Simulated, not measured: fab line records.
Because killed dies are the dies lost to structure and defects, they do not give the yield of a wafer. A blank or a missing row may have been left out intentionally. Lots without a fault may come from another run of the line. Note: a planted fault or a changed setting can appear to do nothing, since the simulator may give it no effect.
Struck lot and sound lot, side by side | flow berkeley-cmos170 | 26 out of 331 route steps
Sound: the wafers L674.2, L674.3, L674.5. Wafers L682.2, L682.3, L682.5 were the ones struck. The cause is given at the end.
Each step with rows lists, per side, the tool, then ch with its chambers, then its first start. Under that, the readings that differ: sound wafers | struck wafers | difference of the means | sigmas: that difference in standard deviations of wafers without a fault.
alike: words and numbers the same on both sides, and readings whose means are apart by under 2 such deviations; not compared: readings that were withheld, readings missing a value for some wafer, numbers with overlapping values and no deviation given by the record, and bounds like >300 which may hide the same value.
Wherever a step has rows on one side only, a row that says differs or no value, or a row with sigmas, the two part there. Non-overlapping numbers with no deviation appear without sigmas and do not part them. Lack of a reading on every wafer of one side parts them only where that side has two or more wafers.

first, 2 steps without rows for these wafers: UCB170_SCREENOX_WET_ETCH_00 (etches SiO2 in dHF, time 200 s); UCB170_SCREENOX_OXIDATION_01 (target thk 14.4 nm, ox time 2400 s).
UCB170_SCREENOX_THK_MEAS_02:
  sound on film-metro-04, day 6 12:22; struck on film-metro-01, day 8 02:04
  alike: SCREENOX_OXIDE_THK
then, 7 steps without rows for these wafers: UCB170_SCREENOX_ANNEAL_03 (time 900 s); UCB170_NVT_HMDS_00 (prime time 60 s); UCB170_NVT_COAT_01 (resist thk 900 nm); UCB170_NVT_SOFTBAKE_02 (time 60 s); UCB170_NVT_EXPOSE_03 (exposes mask PWELL, target cd 3000 nm); UCB170_NVT_PEB_04; UCB170_NVT_DEVELOP_05 (develop time 45 s).
UCB170_NVT_OVL_MEAS_06:
  sound on overlay-02, day 6 21:13; struck on overlay-01, day 8 12:22
  alike: NVT_OVL
following that, these wafers have no rows for 1 step: UCB170_NVT_IMPLANT_07.
UCB170_NVT_STRIP_08: strips in O2.
  sound on plasma-asher-03 ch 0,1, day 6 21:23; struck on plasma-asher-01 ch 0,1, day 8 12:32
  no value came back on the struck wafers for chamber-pressure-mTorr (mTorr), drypump-motor-current-A (A), oes-product-au (a.u.), strip-time-to-endpoint-s (s); on the sound wafers chamber-pressure-mTorr (mTorr) reads 3499 3504 3504
  reading                              | sound | struck            | difference | sigmas
  model.KrF_of_NVT_COAT_01.thk-nm (nm) | 0 0 0 | 884.6 882.9 883.9 | +883.8     |
  not compared: rf-hours-counter-h
UCB170_NVT_TW_MEAS_09:
  sound on film-metro-02, day 6 21:30; struck on film-metro-03, day 8 12:39
  alike: NVT_TW
then, 7 steps without rows for these wafers: UCB170_NVT_CLEAN_10 (cleans in SPM, time 600 s); UCB170_PVT_HMDS_00 (prime time 60 s); UCB170_PVT_COAT_01 (resist thk 900 nm); UCB170_PVT_SOFTBAKE_02 (time 60 s); UCB170_PVT_EXPOSE_03 (exposes mask NWELL, target cd 3000 nm); UCB170_PVT_PEB_04; UCB170_PVT_DEVELOP_05 (develop time 45 s).
UCB170_PVT_OVL_MEAS_06:
  sound on overlay-01, day 6 23:23; struck on overlay-01, day 8 14:35
  alike: PVT_OVL
following that, these wafers have no rows for 1 step: UCB170_PVT_IMPLANT_07.
UCB170_PVT_STRIP_08: strips in O2.
  sound on plasma-asher-04 ch 0,1, day 6 23:34; struck on plasma-asher-01 ch 0,1, day 8 14:46
  reading                      | sound             | struck            | difference | sigmas
  oes-product-au (a.u.)        | 0.728 0.723 0.733 | 0.741 0.739 0.739 | +0.012     | +2
  strip-time-to-endpoint-s (s) | 21.53 21.58 21.58 | 47.85 47.86 47.82 | +26.28     | +99 or more
  alike: chamber-pressure-mTorr, drypump-motor-current-A
  not compared: rf-hours-counter-h
UCB170_PVT_TW_MEAS_09:
  sound on film-metro-01, day 6 23:41; struck on film-metro-03, day 8 14:53
  reading | sound       | struck   | difference | sigmas
  PVT_TW  | 510 510 507 | 30 30 30 | -479       | -99 or more
then, 1 step without rows for these wafers: UCB170_GATE_WET_ETCH_00 (etches SiO2 in dHF, time 200 s).

== WHERE THEY PART ==
First at UCB170_NVT_STRIP_08; last, within this record, at UCB170_PVT_TW_MEAS_09.

WHY: what the simulator had put in
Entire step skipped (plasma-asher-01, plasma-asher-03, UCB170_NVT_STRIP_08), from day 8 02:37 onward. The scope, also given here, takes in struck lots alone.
